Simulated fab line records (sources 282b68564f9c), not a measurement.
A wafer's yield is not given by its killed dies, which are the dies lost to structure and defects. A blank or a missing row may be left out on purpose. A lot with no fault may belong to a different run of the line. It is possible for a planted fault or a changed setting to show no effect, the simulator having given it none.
Which tool did it? | flow rit-cmos | 13 lots with 39 wafers sampled at 2 steps, on a route of 202 steps

WHAT EACH GAUGE READ, for each wafer
No reading from a measuring or inspecting step in the record can be judged against a usual standard deviation.

WHAT TOOL EACH LOT RAN ON (gives the tool, then ch and the chambers of the sampled wafers, and finally the start)
lot  | RIT_SPACER_CLEAN_02            | RIT_M1_PROBE_99
L396 | wet-bench-02 ch 1, day 3 02:20 | prober-02, day 3 15:36
L398 | wet-bench-01 ch 0, day 3 11:41 | prober-02, day 4 01:10
L399 | wet-bench-04 ch 0, day 3 20:02 | prober-01, day 4 10:07
L402 | wet-bench-04 ch 3, day 4 08:15 | prober-02, day 4 21:53
L404 | wet-bench-04 ch 2, day 4 20:52 | prober-02, day 5 11:06
L405 | wet-bench-01 ch 1, day 5 00:02 | prober-01, day 5 13:07
L406 | wet-bench-02 ch 3, day 5 07:14 | prober-02, day 5 20:22
L408 | wet-bench-04 ch 3, day 5 14:55 | prober-02, day 6 05:49
L411 | wet-bench-04 ch 3, day 6 05:06 | prober-01, day 6 19:09
L415 | wet-bench-01 ch 2, day 7 09:41 | prober-01, day 7 22:53
L416 | wet-bench-01 ch 2, day 7 10:02 | prober-02, day 8 00:20
L417 | wet-bench-02 ch 3, day 7 19:25 | prober-01, day 8 08:35
L418 | wet-bench-02 ch 2, day 8 07:23 | prober-02, day 8 20:41
- RIT_SPACER_CLEAN_02: cleans in SC2, time 600 s.
- RIT_M1_PROBE_99

WHAT THE TOOLS THEMSELVES READ (means of the sampled wafers that have a number; where no wafer has one, the mark that the record gives instead)
RIT_SPACER_CLEAN_02.
lot  | tool         | bath-guard-temp-C (C) | bath-heat-duty-pct (%)
L396 | wet-bench-02 | 75.3                  | 17.7
L398 | wet-bench-01 | 74.6                  | 15.1
L399 | wet-bench-04 | 74.6                  | 13.6
L402 | wet-bench-04 | 74.4                  | 20.3
L404 | wet-bench-04 | 74.6                  | 14.5
L405 | wet-bench-01 | 75.3                  | 14.6
L406 | wet-bench-02 | 74.8                  | 15.2
L408 | wet-bench-04 | 74.5                  | 20.2
L411 | wet-bench-04 | 74.6                  | 20.8
L415 | wet-bench-01 | 75.0                  | 10.8
L416 | wet-bench-01 | 74.7                  | 11.7
L417 | wet-bench-02 | 75.0                  | 14.8
L418 | wet-bench-02 | 76.1                  | 18.8

RIT_M1_PROBE_99.
lot  | tool      | killed_at_M0_to_M3 | killed-at-front-end | killed-dies | killed-on-rim | killed-open | killed-short
L396 | prober-02 | 0.0                | 9.7                 | 9.7         | 1.0           | 3.7         | 6.0
L398 | prober-02 | 0.0                | 8.3                 | 8.3         | 1.3           | 5.0         | 3.3
L399 | prober-01 | 0.0                | 8.7                 | 8.7         | 3.3           | 5.0         | 3.7
L402 | prober-02 | 0.0                | 10.0                | 10.0        | 3.0           | 6.3         | 3.7
L404 | prober-02 | 0.0                | 10.7                | 10.7        | 3.7           | 5.3         | 5.3
L405 | prober-01 | 0.0                | 9.0                 | 9.0         | 2.7           | 4.0         | 5.0
L406 | prober-02 | 0.0                | 11.3                | 11.3        | 1.3           | 6.3         | 5.0
L408 | prober-02 | 0.0                | 6.0                 | 6.0         | 1.3           | 2.0         | 4.0
L411 | prober-01 | 0.3                | 26.7                | 27.0        | 9.3           | 3.3         | 2.3
L415 | prober-01 | 0.0                | 5.7                 | 5.7         | 2.3           | 3.0         | 2.3
L416 | prober-02 | 0.0                | 8.3                 | 8.3         | 3.3           | 3.7         | 4.3
L417 | prober-01 | 0.0                | 3.3                 | 3.3         | 1.7           | 2.3         | 1.0
L418 | prober-02 | 0.0                | 6.7                 | 6.7         | 1.7           | 4.0         | 2.7

THE ANSWER, worked out from the rows above alone
Rule: the usual values come from the lots themselves. Put in order of their means at a reading, lots are off if they are a third of the lots or fewer, leave a main group of 4 or more, and stand apart from it by a gap of 3 or more times the standard deviation of the main group's means; of several such gaps the widest counts. Not used: any main group whose means are identical at the precision the tables above print for the reading. Also off: a lot with no number at a reading for which 4 or more lots have one. All remaining lots with rows at the step are treated as sound. Order of review: gauges by route order, followed by the tools' own readings, for which a lot's mean as printed above is used. The first step at which some lot is off is used, and at that step the reading that is off furthest; a lot without a number counts as furthest.
Off, at RIT_M1_PROBE_99 on killed-dies: L411. The main group: mean 8.1, standard deviation 2.2.
If a tool, at that step or one of the process steps before it, ran each lot that is off and ran no sound lot following the first of them, it fits. One fits: RIT_SPACER_CLEAN_02 on wet-bench-04. Its last sound lot is L408 (day 5 14:55), its first lot that is off L411 (day 6 05:06): a fault that began between those two fits.

WHAT HAD BEEN PUT IN BY THE SIMULATOR
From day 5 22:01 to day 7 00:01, wet-bench-04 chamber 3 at RIT_SPACER_CLEAN_02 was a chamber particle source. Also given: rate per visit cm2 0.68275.
Shown lots that were struck: L411. The rule above reached the same finding.
